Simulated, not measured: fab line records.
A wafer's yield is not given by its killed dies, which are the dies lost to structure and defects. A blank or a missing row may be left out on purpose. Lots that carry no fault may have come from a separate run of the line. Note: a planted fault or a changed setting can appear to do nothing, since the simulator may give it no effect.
What tool caused it? + flow berkeley cmos170 + Sampling: 14 lots, 42 wafers, 5 of 331 route steps

## WHAT THE GAUGES SHOWED, per wafer
UCB170_PLDD_TW_MEAS_11.
| lot  | measured     | on            | PLDD_TW        |
|------|--------------|---------------|----------------|
| L683 | day 7 06:47  | film metro-03 | 1006 1007 1008 |
| L685 | day 7 16:28  | film metro-01 | 986 991 990    |
| L684 | day 7 16:44  | film metro-01 | 989 989 991    |
| L686 | day 8 05:09  | film metro-03 | 1010 1008 1013 |
| L687 | day 8 05:43  | film metro-01 | 987 983 983    |
| L689 | day 8 21:01  | film metro-02 | 1005 1000 1001 |
| L693 | day 9 06:22  | film metro-01 | 988 997 1000   |
| L694 | day 9 23:45  | film metro-02 | 1008 1011 1005 |
| L696 | day 9 23:10  | film metro-03 | 1006 1003 1006 |
| L697 | day 10 13:44 | film metro-03 | 1010 1005 1005 |
| L699 | day 10 14:01 | film metro-03 | 1002 1011 1010 |
| L698 | day 10 14:13 | film metro-03 | 1003 1011 1011 |
| L701 | day 11 02:49 | film metro-03 | 1009 1010 1007 |
| L702 | day 11 04:02 | film metro-03 | 1006 1012 1013 |

UCB170_PSD_OVL_MEAS_07.
| lot  | measured     | on         | PSD_OVL (nm) |
|------|--------------|------------|--------------|
| L683 | day 7 15:44  | overlay-02 | 8 6 9        |
| L685 | day 8 03:01  | overlay-01 | 9 8 3        |
| L684 | day 8 03:23  | overlay-02 | 0 7 5        |
| L686 | day 8 15:36  | overlay-01 | -5 -4 1      |
| L687 | day 8 16:09  | overlay-01 | 1 -4 0       |
| L689 | day 9 05:41  | overlay-02 | -6 -2 -4     |
| L693 | day 9 16:22  | overlay-02 | 5 7 4        |
| L694 | day 10 07:46 | overlay-01 | 5 -1 5       |
| L696 | day 10 07:29 | overlay-02 | 0 0 8        |
| L697 | day 10 23:48 | overlay-01 | -1 -9 5      |
| L699 | day 10 23:55 | overlay-02 | 1 9 2        |
| L698 | day 11 00:12 | overlay-01 | 5 -2 2       |
| L701 | day 11 12:37 | overlay-01 | -2 1 -6      |
| L702 | day 11 12:55 | overlay-01 | -6 -3 -9     |

## WHICH TOOL RAN EACH LOT (tool, then ch and the chambers of the sampled wafers, then the start)
| lot  | UCB170_ZERO_COAT_01              | UCB170_ZERO_STRIP_07                | UCB170_PWELL_STRIP_16               |
|------|----------------------------------|-------------------------------------|-------------------------------------|
| L683 | litho track-04 ch 0, day 1 17:26 | plasma asher-02 ch 0,1, day 1 18:31 | plasma asher-03 ch 0,1, day 3 04:52 |
| L685 | litho track-03 ch 0, day 2 02:29 | plasma asher-02 ch 0,1, day 2 03:59 | plasma asher-04 ch 0,1, day 3 11:24 |
| L684 | litho track-04 ch 0, day 2 02:46 | plasma asher-04 ch 0,1, day 2 04:04 | plasma asher-03 ch 0,1, day 3 11:15 |
| L686 | litho track-04 ch 0, day 2 10:19 | plasma asher-02 ch 0,1, day 2 11:17 | plasma asher-03 ch 0,1, day 3 19:10 |
| L687 | litho track-04 ch 0, day 2 14:37 | plasma asher-02 ch 0,1, day 2 15:56 | plasma asher-04 ch 0,1, day 4 04:44 |
| L689 | litho track-01 ch 0, day 3 04:11 | plasma asher-04 ch 0,1, day 3 04:55 | plasma asher-03 ch 0,1, day 4 14:26 |
| L693 | litho track-01 ch 0, day 3 19:31 | plasma asher-04 ch 1, day 3 21:01   | plasma asher-01 ch 0,1, day 5 12:44 |
| L694 | litho track-04 ch 0, day 4 05:10 | plasma asher-04 ch 0,1, day 4 05:53 | plasma asher-03 ch 0,1, day 5 18:09 |
| L696 | litho track-04 ch 0, day 4 11:13 | plasma asher-02 ch 0,1, day 4 12:21 | plasma asher-04 ch 0,1, day 6 02:33 |
| L697 | litho track-01 ch 0, day 4 23:02 | plasma asher-02 ch 0,1, day 5 00:07 | plasma asher-03 ch 0,1, day 6 14:33 |
| L699 | litho track-03 ch 0, day 5 04:55 | plasma asher-04 ch 0,1, day 5 05:55 | plasma asher-04 ch 0,1, day 6 15:17 |
| L698 | litho track-04 ch 0, day 5 04:56 | plasma asher-03 ch 0,1, day 5 05:38 | plasma asher-01 ch 0,1, day 6 15:04 |
| L701 | litho track-01 ch 0, day 5 13:09 | plasma asher-03 ch 0,1, day 5 14:02 | plasma asher-01 ch 0,1, day 7 05:29 |
| L702 | litho track-04 ch 0, day 5 21:34 | plasma asher-02 ch 0,1, day 5 22:20 | plasma asher-04 ch 0,1, day 7 16:04 |
- UCB170_ZERO_COAT_01: resist thk 900 nm.
- UCB170_ZERO_STRIP_07: strips in O2.
- UCB170_PWELL_STRIP_16: strips in O2.

## AS READ BY THE TOOLS THEMSELVES (means over the sampled wafers that have a number; for cases with no such wafer, the mark the record gives instead)
UCB170_ZERO_COAT_01.
| lot  | tool           | spin speed rpm (rpm) |
|------|----------------|----------------------|
| L683 | litho track-04 | 1499.6               |
| L685 | litho track-03 | 1499.7               |
| L684 | litho track-04 | 1500.7               |
| L686 | litho track-04 | 1501.0               |
| L687 | litho track-04 | 1500.7               |
| L689 | litho track-01 | 1500.5               |
| L693 | litho track-01 | 1500.1               |
| L694 | litho track-04 | 1500.4               |
| L696 | litho track-04 | 1499.3               |
| L697 | litho track-01 | 1499.2               |
| L699 | litho track-03 | 1499.6               |
| L698 | litho track-04 | 1154.7               |
| L701 | litho track-01 | 1499.9               |
| L702 | litho track-04 | 1154.5               |

UCB170_ZERO_STRIP_07.
| lot  | tool            | drypump motor current A (A) | o2 flow sccm (sccm) | oes product au (a.u.) | strip time to endpoint s (s) |
|------|-----------------|-----------------------------|---------------------|-----------------------|------------------------------|
| L683 | plasma asher-02 | 6.23                        | 400.5               | 0.724                 | 21.44                        |
| L685 | plasma asher-02 | 6.22                        | 399.7               | 0.724                 | 21.59                        |
| L684 | plasma asher-04 | 5.76                        | 400.8               | 0.727                 | 21.42                        |
| L686 | plasma asher-02 | 6.21                        | 400.0               | 0.727                 | 21.44                        |
| L687 | plasma asher-02 | 6.13                        | 400.7               | 0.729                 | 21.46                        |
| L689 | plasma asher-04 | 5.77                        | 399.9               | 0.725                 | 21.40                        |
| L693 | plasma asher-04 | 5.75                        | 400.4               | 0.729                 | 21.49                        |
| L694 | plasma asher-04 | 5.76                        | 400.1               | 0.728                 | 21.48                        |
| L696 | plasma asher-02 | 6.22                        | 401.0               | 0.725                 | 21.57                        |
| L697 | plasma asher-02 | 6.22                        | 399.7               | 0.729                 | 21.47                        |
| L699 | plasma asher-04 | 5.74                        | 399.8               | 0.729                 | 21.59                        |
| L698 | plasma asher-03 | 6.44                        | 399.2               | 0.731                 | 24.48                        |
| L701 | plasma asher-03 | 6.22                        | 399.1               | 0.733                 | 21.48                        |
| L702 | plasma asher-02 | 6.13                        | 399.9               | 0.729                 | 24.50                        |

UCB170_PWELL_STRIP_16.
| lot  | tool            | drypump motor current A (A) | o2 flow sccm (sccm) | oes product au (a.u.) | strip time to endpoint s (s) |
|------|-----------------|-----------------------------|---------------------|-----------------------|------------------------------|
| L683 | plasma asher-03 | 6.2                         | 400.1               | 0.723                 | 18.03                        |
| L685 | plasma asher-04 | 5.8                         | 400.1               | 0.725                 | 18.00                        |
| L684 | plasma asher-03 | 6.5                         | 400.5               | 0.718                 | 18.24                        |
| L686 | plasma asher-03 | 6.5                         | 401.0               | 0.719                 | 18.15                        |
| L687 | plasma asher-04 | 5.8                         | 399.8               | 0.720                 | 18.22                        |
| L689 | plasma asher-03 | 6.2                         | 399.0               | 0.721                 | 18.33                        |
| L693 | plasma asher-01 | 6.0                         | 401.2               | 0.724                 | 17.99                        |
| L694 | plasma asher-03 | 6.5                         | 399.9               | 0.715                 | 18.01                        |
| L696 | plasma asher-04 | 5.8                         | 401.9               | 0.722                 | 18.14                        |
| L697 | plasma asher-03 | 6.4                         | 400.1               | 0.720                 | 18.22                        |
| L699 | plasma asher-04 | 5.8                         | 399.2               | 0.724                 | 18.14                        |
| L698 | plasma asher-01 | 6.1                         | 400.9               | 0.719                 | 18.08                        |
| L701 | plasma asher-01 | 5.9                         | 399.3               | 0.726                 | 18.04                        |
| L702 | plasma asher-04 | 5.8                         | 400.8               | 0.729                 | 18.11                        |

## THE ANSWER, worked out from the rows above alone
Rule: the lots themselves supply what counts as usual. Put in order of their means at a reading, lots are off if they are a third of the lots or fewer, leave a main group of 4 or more, and stand apart from it by a gap of 3 or more times the standard deviation of the main group's means; of several such gaps the widest counts. If all means in a main group match to the digits the tables above print for the reading, that group is not used. Also off: a lot with no number at a reading for which 4 or more lots have one. Any other lot the step has rows for is counted as sound. The gauges are gone through in route order, then the tools' own readings, and for those a lot's mean is taken as printed above. The first step at which some lot is off is used, and at that step the reading that is off furthest; a lot without a number counts as furthest.
Off: L698, L702, at UCB170_ZERO_COAT_01 (spin speed rpm). The main group: mean 1500.1 rpm, standard deviation 0.57.
A tool fits if, at that step or a process step before it, it ran every lot that is off, and no sound lot after the first of them. One candidate fits, namely litho track-04 at UCB170_ZERO_COAT_01. A fault onset in the window from L696 (day 4 11:13, its last sound lot) to L698 (day 5 04:56, its first lot off) fits.
On the lots that are off, the tool's own readings at UCB170_ZERO_COAT_01 differ by more than 5 times the standard deviation of the sound lots' means, which bears it out; spin speed rpm reads 1154.6 rpm there versus 1500.1 rpm on the sound lots.

## WHAT THE SIMULATOR HAD PUT IN
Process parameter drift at UCB170_ZERO_COAT_01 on litho track-04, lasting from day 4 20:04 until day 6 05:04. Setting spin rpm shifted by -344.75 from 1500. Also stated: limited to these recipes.
Shown lots that were struck: L698, L702. This agrees with what the rule above found.
